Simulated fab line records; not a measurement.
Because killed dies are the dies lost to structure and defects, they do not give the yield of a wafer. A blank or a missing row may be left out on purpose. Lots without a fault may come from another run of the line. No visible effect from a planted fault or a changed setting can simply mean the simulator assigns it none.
8D (eight disciplines) problem report, filled in by code + flow rit_cmos + the parts of the form that need people (team, actions taken, sign-off) are left out

== 1. THE PROBLEM ==
Wafers without a fault read 89.10 s, standard deviation 0.14; run_length_s at RIT_PRETRO_SOFTBAKE_02 reads a mean of 82.59 s on 6 wafers belonging to 2 lots. That puts it -46 standard deviations away from the usual mean.
The step: time 60 s.
The first sign was on wafer L636.1 at day 4 15:34, on litho_track-03. The record has a number at this step for 42 wafers belonging to 14 lots. Rule for "out" (also "out of limits"): further than 4 standard deviations from the usual mean. All remaining wafers that have a number are taken as sound.

== 2. WHAT IT IS; WHAT IT IS NOT ==
| question                    | is                                 | is not                                                                                                   |
|-----------------------------|------------------------------------|----------------------------------------------------------------------------------------------------------|
| which readings at this step | run_length_s, heater_power_total_W | -                                                                                                        |
| which lots                  | L636, L637                         | L625, L626, L627, L628, L629, L639, L640, L641, L642, L644, L645, L648                                   |
| which wafers of those lots  | all that have a number             | -                                                                                                        |
| read on which tools         | litho_track-03                     | litho_track-01, litho_track-04                                                                           |
| when                        | from day 4 15:34                   | up to then (15 sound wafers); but 21 sound wafers of L639, L640, L641, L642, L644, L645, L648 came after |

== 3. SUSPECTS, AND WHAT RULES EACH OUT ==
Counting: a tool stays on the suspect list if, at a process step up to the reading, it processed all lots that are out and no sound lot following the first of them.
- litho_track-03 at RIT_PRETRO_SOFTBAKE_02 (time 60 s): kept. All lots that are out passed through it, beginning with L636 at day 4 15:34, and no sound lot followed; its final sound lot before that point was L628 at day 3 02:29. On those wafers its own readings are out: heater_power_total_W, run_length_s.
Remaining after the count: litho_track-03 at RIT_PRETRO_SOFTBAKE_02.

== 4. THE CAUSE (what the simulator had put in) ==
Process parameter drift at RIT_PRETRO_SOFTBAKE_02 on litho_track-03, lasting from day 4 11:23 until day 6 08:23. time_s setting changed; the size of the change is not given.
Counting left only this tool.

== 5. THE EFFECT CHAIN, in route order ==
Each row: a reading where the mean over the struck wafers with a number is more than 3 standard deviations away from the usual. Scope: only readings with a usual standard deviation given in the record; hours: median across lots of the time from each lot's start at the first step in this table that gives one to its start at this step; sigmas: change in usual standard deviations.
| hours | step                   | reading              | usual   | on struck wafers | change | sigmas |
|-------|------------------------|----------------------|---------|------------------|--------|--------|
| 0     | RIT_PRETRO_SOFTBAKE_02 | heater_power_total_W | 34.56 W | 35.74            | +1.18  | +25    |
| 0     | RIT_PRETRO_SOFTBAKE_02 | run_length_s         | 89.10 s | 82.59            | -6.51  | -46    |
Its process steps:
- RIT_PRETRO_SOFTBAKE_02: time 60 s.
Readings that are blank on the struck wafers while sound wafers have them: plate_temp_C at RIT_PRETRO_SOFTBAKE_02.

== 6. WHAT WOULD HAVE CAUGHT IT SOONER ==
4 hours passed between the start of the fault at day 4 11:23 and the first reading out of limits in this record, taken at day 4 15:34.
